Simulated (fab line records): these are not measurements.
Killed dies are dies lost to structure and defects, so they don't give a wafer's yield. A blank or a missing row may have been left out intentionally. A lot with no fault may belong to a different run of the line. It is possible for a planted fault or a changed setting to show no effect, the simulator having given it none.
fab line records -- flow ritCmos
record lots=7, wafers=21, lastDay=6
route steps=202 shown NLDD@105 PLDD@114
lots that met no fault: from a run of the same line without faults
startH: hours from the record's first day to the start of the lot's first wafer shown -- waitH: hours since the lot's step before -- " repeats the value in the row above -- L1.1+2: a single row standing in for several wafers -- - value missing, or start not given -- * or withheld: withheld -- < > ~ a bound
route shown NAME@n: a module of which the file shows steps, and the number in the route of the first -- usual: the fault-free wafers' mean and standard deviation -- same: alike in all rows -- chamber/n: place in a boat -- sites: the reading at each site -- _std_site: standard deviation across them -- _edge_site: inner sites' mean taken away from outer sites' mean -- radiusMm: for every site, how far away it sits from the centre of the wafer -- mask NAME#n: copy n -- behind: the most recent tool/chamber to have shaped the wafer -- hold: why the lot was held/for how many hours/how that ended -- device: the n, p or np transistor that did not switch -- end of line: tests run on the same wafers once the route is complete -- a step with no rows: only its recipe -- killed: dies that structure and defects cost at the first sort, which is not the same as the wafer's yield -- map: shows each die of a wafer: x if killed, . if not, _ if none is there
set.NAME: the setting the step ran with; set.NAME@STEP: the setting that earlier step ran with -- model.NAME: the simulator's own value behind a step, which no gauge read
lots seen at some steps along the route; tables by step, rows by wafer
services: when a tool's chamber went out of use (startH, in hours from the record's first day, below 0 if earlier), for how many hours, and the reason
## steps
# step RIT_NLDD_SOFTBAKE_02
# recipe resist=NOVOLAK, tempC=90, timeS=60
# step RIT_NLDD_EXPOSE_03
# recipe maskId=M7, na=0.57, targetCdNm=40700, doseMj=250
# step RIT_NLDD_PEB_04
# recipe resist=NOVOLAK, tempC=withheld, timeS=withheld
# step RIT_NLDD_DEVELOP_05
# recipe resist=NOVOLAK, developTimeS=50, devTempC=23
# step RIT_NLDD_OVL_MEAS_06
# usual NLDD_OVL=1.1/1.4
lot.wafer,tool,chamber,startH,waitH,NLDD_OVL[nm]
L822.1,overlay-01,-,53.13,-,3.2
L822.2,overlay-01,-,53.13,-,2.7
L822.4,overlay-01,-,53.13,-,4.0
L829.1,overlay-01,-,86.95,-,-1.0
L829.2,overlay-01,-,86.95,-,0.6
L829.6,overlay-01,-,86.95,-,-1.3
L831.1,overlay-01,-,102.00,-,3.1
L831.3,overlay-01,-,102.00,-,1.0
L831.4,overlay-01,-,102.00,-,0.3
L833.1,overlay-02,-,107.98,-,1.7
L833.2,overlay-02,-,107.98,-,2.0
L833.3,overlay-02,-,107.98,-,0.7
L834.1,overlay-01,-,112.22,-,1.0
L834.2,overlay-01,-,112.22,-,-1.4
L834.4,overlay-01,-,112.22,-,-0.5
L835.3,overlay-01,-,118.62,-,1.4
L835.4,overlay-01,-,118.62,-,2.3
L835.6,overlay-01,-,118.62,-,1.9
L836.1,overlay-01,-,125.67,-,1.0
L836.2,overlay-01,-,125.67,-,0.6
L836.6,overlay-01,-,125.67,-,-1.0
# step RIT_NLDD_HARDBAKE_07
# recipe resist=NOVOLAK, tempC=140, timeS=60
# step RIT_NLDD_IMPLANT_08
# recipe species=P, energyKev=20, doseCm2=5e+14, tiltDeg=7
# step RIT_NLDD_STRIP_09
# recipe chemistry=O2, timeS=180, resist=NOVOLAK, platenTempC=withheld, powerW=500, pressureMtorr=4000, o2FlowSccm=4000
# usual drypumpMotorCurrentA=5.9/0.41
# same timeS=180
lot.wafer,tool,chamber,startH,waitH,drypumpMotorCurrentA,rfHoursCounterH
L822.1,plasmaAsher-02,1,53.47,0.1,5.4,43
L822.2,plasmaAsher-02,0,53.47,0.1,6.4,43
L822.4,plasmaAsher-02,0,53.47,0.1,6.4,-
L829.1,plasmaAsher-03,1,87.33,0.1,6.1,43
L829.2,plasmaAsher-03,0,87.33,0.1,6.2,43
L829.6,plasmaAsher-03,1,87.33,0.1,6.0,-
L831.1,plasmaAsher-01,1,102.34,0.1,5.3,45
L831.3,plasmaAsher-01,0,102.34,0.1,5.7,-
L831.4,plasmaAsher-01,1,102.34,0.1,5.3,-
L833.1,plasmaAsher-03,1,108.31,0.1,6.1,45
L833.2,plasmaAsher-03,0,108.31,0.1,6.2,45
L833.3,plasmaAsher-03,1,108.31,0.1,6.1,-
L834.1,plasmaAsher-03,0,112.64,0.1,6.2,45
L834.2,plasmaAsher-03,1,112.64,0.1,6.0,45
L834.4,plasmaAsher-03,1,112.64,0.1,6.1,-
L835.3,plasmaAsher-03,1,119.01,0.1,6.1,-
L835.4,plasmaAsher-03,0,119.01,0.1,6.2,-
L835.6,plasmaAsher-03,1,119.01,0.1,6.1,-
L836.1,plasmaAsher-03,0,126.01,0.1,6.3,47
L836.2,plasmaAsher-03,1,126.01,0.1,6.1,47
L836.6,plasmaAsher-03,0,126.01,0.1,6.3,-
# step RIT_NLDD_TW_MEAS_10
# usual NLDD_TW=2504/14
lot.wafer,tool,chamber,startH,waitH,NLDD_TW
L822.1,filmMetro-04,-,53.65,0.1,2512
L822.2,filmMetro-04,-,53.65,0.1,2526
L822.4,filmMetro-04,-,53.65,0.1,2502
L829.1,filmMetro-02,-,87.50,0.1,2508
L829.2,filmMetro-02,-,87.50,0.1,2506
L829.6,filmMetro-02,-,87.50,0.1,2510
L831.1,filmMetro-01,-,102.51,0.1,2473
L831.3,filmMetro-01,-,102.51,0.1,2481
L831.4,filmMetro-01,-,102.51,0.1,2472
L833.1,filmMetro-02,-,108.49,0.1,2510
L833.2,filmMetro-02,-,108.49,0.1,2513
L833.3,filmMetro-02,-,108.49,0.1,2515
L834.1,filmMetro-02,-,112.81,0.1,2520
L834.2,filmMetro-02,-,112.81,0.1,2519
L834.4,filmMetro-02,-,112.81,0.1,2523
L835.3,filmMetro-01,-,119.14,0.1,2480
L835.4,filmMetro-01,-,119.14,0.1,2492
L835.6,filmMetro-01,-,119.14,0.1,2489
L836.1,filmMetro-04,-,126.18,0.1,2517
L836.2,filmMetro-04,-,126.18,0.1,2529
L836.6,filmMetro-04,-,126.18,0.1,2517
# step RIT_PLDD_HMDS_00
# recipe primeTimeS=60, primeTempC=140
# step RIT_PLDD_COAT_01
# recipe resist=NOVOLAK, spinRpm=3250, resistThkNm=1000
# step RIT_PLDD_SOFTBAKE_02
# recipe resist=NOVOLAK, tempC=90, timeS=60
# step RIT_PLDD_EXPOSE_03
# recipe maskId=M8, na=0.57, targetCdNm=40900, doseMj=250
# usual exposureDoseMJCm2=250.00/0.23, focusOffsetNm=0.1/0.59, na=0.57/0
lot.wafer,tool,chamber,startH,waitH,mask,exposureDoseMJCm2,focusOffsetNm,na
L822.1,ilineStepper-01,0,54.28,0.2,M8#0,249.88,-0.1,0.57
L822.2,ilineStepper-01,0,54.28,0.2,M8#0,249.83,-0.2,0.57
L822.4,ilineStepper-01,0,54.28,0.2,M8#0,250.05,0.2,0.57
L829.1,ilineStepper-02,0,88.01,0.1,M8#0,249.98,-0.2,0.57
L829.2,ilineStepper-02,0,88.01,0.1,M8#0,250.08,-0.4,0.57
L829.6,ilineStepper-02,0,88.01,0.1,M8#0,250.06,0.2,0.57
L831.1,ilineStepper-02,0,103.02,0.1,M8#0,250.11,0.7,0.57
L831.3,ilineStepper-02,0,103.02,0.1,M8#0,250.14,1.3,0.57
L831.4,ilineStepper-02,0,103.02,0.1,M8#0,250.14,0.3,0.57
L833.1,ilineStepper-02,0,109.00,0.1,M8#0,249.89,-0.7,0.57
L833.2,ilineStepper-02,0,109.00,0.1,M8#0,250.10,0.7,0.57
L833.3,ilineStepper-02,0,109.00,0.1,M8#0,250.06,-0.2,0.57
L834.1,ilineStepper-01,-,113.68,0.2,M8#0,-,-,-
L834.2,ilineStepper-01,-,113.68,0.2,M8#0,-,-,-
L834.4,ilineStepper-01,-,113.68,0.2,M8#0,-,-,-
L835.3,ilineStepper-02,-,119.80,0.2,M8#0,-,-,-
L835.4,ilineStepper-02,-,119.80,0.2,M8#0,-,-,-
L835.6,ilineStepper-02,-,119.80,0.2,M8#0,-,-,-
L836.1,ilineStepper-02,-,126.69,0.1,M8#0,-,-,-
L836.2,ilineStepper-02,-,126.69,0.1,M8#0,-,-,-
L836.6,ilineStepper-02,-,126.69,0.1,M8#0,-,-,-
# step RIT_PLDD_PEB_04
# recipe resist=NOVOLAK, tempC=withheld, timeS=withheld
## services
tool,chamber,startH,hours,kind
plasmaAsher-03,-,41.29,28.1,pm
plasmaAsher-02,-,57.74,2.3,repair
ilineStepper-02,-,66.17,2.1,pm
ilineStepper-02,-,68.25,-,consumableReplace:lamp
ilineStepper-01,-,83.48,1.7,pm
ilineStepper-02,-,99.51,1.7,pm
plasmaAsher-03,-,102.36,0.6,repair
plasmaAsher-02,-,108.75,9.0,pm
plasmaAsher-02,0,108.75,9.0,ventCycle
plasmaAsher-02,1,108.75,9.0,ventCycle
plasmaAsher-02,0,117.75,-,clean
plasmaAsher-02,1,117.75,-,clean
## key
firstSign step=RIT_PLDD_EXPOSE_03, reading=toolRecord, direction=missing
effect none on later readings
metAt RIT_PLDD_EXPOSE_03
struckWafers L834.1,L834.2,L834.4,L835.3,L835.4,L835.6,L836.1,L836.2,L836.6
sortLeftOut L834.1,L834.2,L834.4,L835.3,L835.4,L835.6,L836.1,L836.2,L836.6
testerLeftOut L834,L835,L836
onsetBetween 109.00 113.68
fault kind=skippedStepWhole, tool=ilineStepper-01,ilineStepper-02, chamber=-, onsetH=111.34, steps=RIT_PLDD_EXPOSE_03, scope=struckLotsOnly
# testerLeftOut: of these lots the tester's yield and bins aren't shown, on N5 and GAA mostly nor the transistor test; their killed dies are dies lost to structure and defects alone, not to doping, threshold or leakage, so they don't give the yield
# sortLeftOut: the simulated sort isn't trusted on such a fault, so these wafers' sort isn't shown, and their yield isn't known
